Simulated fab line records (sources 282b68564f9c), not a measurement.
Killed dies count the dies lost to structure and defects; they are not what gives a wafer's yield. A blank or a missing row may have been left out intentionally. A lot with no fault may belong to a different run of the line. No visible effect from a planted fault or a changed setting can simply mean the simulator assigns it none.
Which of the tools did it? || flow rit cmos || 15 lots, 45 wafers sampled, at 1 step of a route of 202

## WHAT THE GAUGES SHOWED, per wafer
The record lacks any reading of a measuring or inspecting step that a usual standard deviation could be used to judge.

## EACH LOT AND THE TOOL THAT RAN IT (in order: tool; ch and the chambers of the sampled wafers; start)
{"lot": "L970", "RIT_CONTACT_PEB_06": "litho track-02 ch 0, day 3 02:54"}
{"lot": "L971", "RIT_CONTACT_PEB_06": "litho track-02 ch 0, day 3 10:17"}
{"lot": "L972", "RIT_CONTACT_PEB_06": "litho track-01 ch 0, day 3 14:44"}
{"lot": "L973", "RIT_CONTACT_PEB_06": "litho track-03 ch 0, day 3 19:23"}
{"lot": "L974", "RIT_CONTACT_PEB_06": "litho track-02 ch 0, day 4 00:40"}
{"lot": "L975", "RIT_CONTACT_PEB_06": "litho track-03 ch 0, day 4 07:49"}
{"lot": "L976", "RIT_CONTACT_PEB_06": "litho track-01 ch 0, day 4 10:40"}
{"lot": "L979", "RIT_CONTACT_PEB_06": "litho track-03 ch 0, day 5 02:50"}
{"lot": "L980", "RIT_CONTACT_PEB_06": "litho track-01 ch 0, day 5 05:22"}
{"lot": "L981", "RIT_CONTACT_PEB_06": "litho track-01 ch 0, day 5 10:25"}
{"lot": "L983", "RIT_CONTACT_PEB_06": "litho track-03 ch 0, day 5 21:18"}
{"lot": "L984", "RIT_CONTACT_PEB_06": "litho track-03 ch 0, day 6 02:25"}
{"lot": "L991", "RIT_CONTACT_PEB_06": "litho track-01, day 7 14:37"}
{"lot": "L992", "RIT_CONTACT_PEB_06": "litho track-03, day 7 19:10"}
{"lot": "L993", "RIT_CONTACT_PEB_06": "litho track-01, day 8 00:53"}
- RIT_CONTACT_PEB_06

## WHAT THE TOOLS THEMSELVES READ (means of the sampled wafers that have a number; where no wafer has one, the mark that the record gives instead)
RIT_CONTACT_PEB_06. Usual: exhaust pa at 45.0 Pa, with a standard deviation of 0.9.
{"lot": "L970", "tool": "litho track-02", "exhaust pa (Pa)": 43.6, "flag": ""}
{"lot": "L971", "tool": "litho track-02", "exhaust pa (Pa)": 44.8, "flag": ""}
{"lot": "L972", "tool": "litho track-01", "exhaust pa (Pa)": 45.2, "flag": ""}
{"lot": "L973", "tool": "litho track-03", "exhaust pa (Pa)": 45.2, "flag": ""}
{"lot": "L974", "tool": "litho track-02", "exhaust pa (Pa)": 45.3, "flag": ""}
{"lot": "L975", "tool": "litho track-03", "exhaust pa (Pa)": 45.4, "flag": ""}
{"lot": "L976", "tool": "litho track-01", "exhaust pa (Pa)": 44.3, "flag": ""}
{"lot": "L979", "tool": "litho track-03", "exhaust pa (Pa)": 44.8, "flag": ""}
{"lot": "L980", "tool": "litho track-01", "exhaust pa (Pa)": 45.2, "flag": ""}
{"lot": "L981", "tool": "litho track-01", "exhaust pa (Pa)": 45.7, "flag": ""}
{"lot": "L983", "tool": "litho track-03", "exhaust pa (Pa)": 45.4, "flag": ""}
{"lot": "L984", "tool": "litho track-03", "exhaust pa (Pa)": 43.7, "flag": ""}
{"lot": "L991", "tool": "litho track-01", "exhaust pa (Pa)": "-", "flag": "OFF"}
{"lot": "L992", "tool": "litho track-03", "exhaust pa (Pa)": "-", "flag": "OFF"}
{"lot": "L993", "tool": "litho track-01", "exhaust pa (Pa)": "-", "flag": "OFF"}

## THE ANSWER, worked out from the rows above alone
Rule: a lot counts as off when the mean over its wafers that have a number is more than 3 standard deviations away from the usual mean. A lot without any number at a reading at which 4 lots or more have one is off too. All remaining lots with rows at the step are treated as sound. First the gauges in route order, then the tools' own readings, where a lot's mean is used as printed above. The first step at which some lot is off is used, and at that step the reading that is off furthest; a lot without a number counts as furthest.
Off: L991, L992, L993 (RIT_CONTACT_PEB_06, exhaust pa). Without a number there: L991, L992, L993.
A tool fits if, at that step or a process step before it, it ran every lot that is off, and no sound lot after the first of them. Of those tried, none fits.

## WHAT THE SIMULATOR PUT IN
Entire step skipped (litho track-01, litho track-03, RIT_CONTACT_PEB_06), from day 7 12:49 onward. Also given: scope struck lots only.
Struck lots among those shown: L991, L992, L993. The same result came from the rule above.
